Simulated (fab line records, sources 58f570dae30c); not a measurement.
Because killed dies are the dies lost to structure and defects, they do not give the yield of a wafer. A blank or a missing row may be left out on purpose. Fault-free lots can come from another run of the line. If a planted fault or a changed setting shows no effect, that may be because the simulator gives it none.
Which tool is to blame? + flow berkeleyCmos170 + 7 lots, 21 wafers sampled, at 1 step of a route of 331

WHAT THE GAUGES SHOWED, per wafer
UCB170_ACTIVE_THK_MEAS_06.
| lot  | measured    | on           | ACTIVE_NITRIDE_THK (nm) |
|------|-------------|--------------|-------------------------|
| L304 | day 5 05:40 | filmMetro-04 | 220.3 220.6 220.3       |
| L305 | day 5 09:41 | filmMetro-02 | 220.9 219.3 220.0       |
| L313 | day 6 10:11 | filmMetro-04 | 224.6 222.3 222.8       |
| L318 | day 6 19:58 | filmMetro-02 | 220.4 219.7 220.8       |
| L319 | day 7 02:25 | filmMetro-02 | 220.4 218.2 221.2       |
| L323 | day 8 03:01 | filmMetro-04 | 217.7 217.1 218.7       |
| L326 | day 9 05:55 | filmMetro-02 | 217.0 216.2 213.6       |

EACH LOT AND THE TOOL THAT RAN IT (in order: tool; ch and the chambers of the sampled wafers; start)
There is no process step in the record ahead of these readings.

THE ANSWER, worked out from the rows above alone
Rule: what is usual is taken from the lots themselves. Put in order of their means at a reading, lots are off if they are a third of the lots or fewer, leave a main group of 4 or more, and stand apart from it by a gap of 3 or more times the standard deviation of the main group's means; of several such gaps the widest counts. A main group whose means are all the same, to the digits that the tables above print for the reading, isn't used. A lot without any number at a reading at which 4 lots or more have one is off too. All remaining lots with rows at the step are treated as sound.
No lot is off on any of the readings shown, so nothing can be concluded from this.

WHAT THE SIMULATOR PUT IN
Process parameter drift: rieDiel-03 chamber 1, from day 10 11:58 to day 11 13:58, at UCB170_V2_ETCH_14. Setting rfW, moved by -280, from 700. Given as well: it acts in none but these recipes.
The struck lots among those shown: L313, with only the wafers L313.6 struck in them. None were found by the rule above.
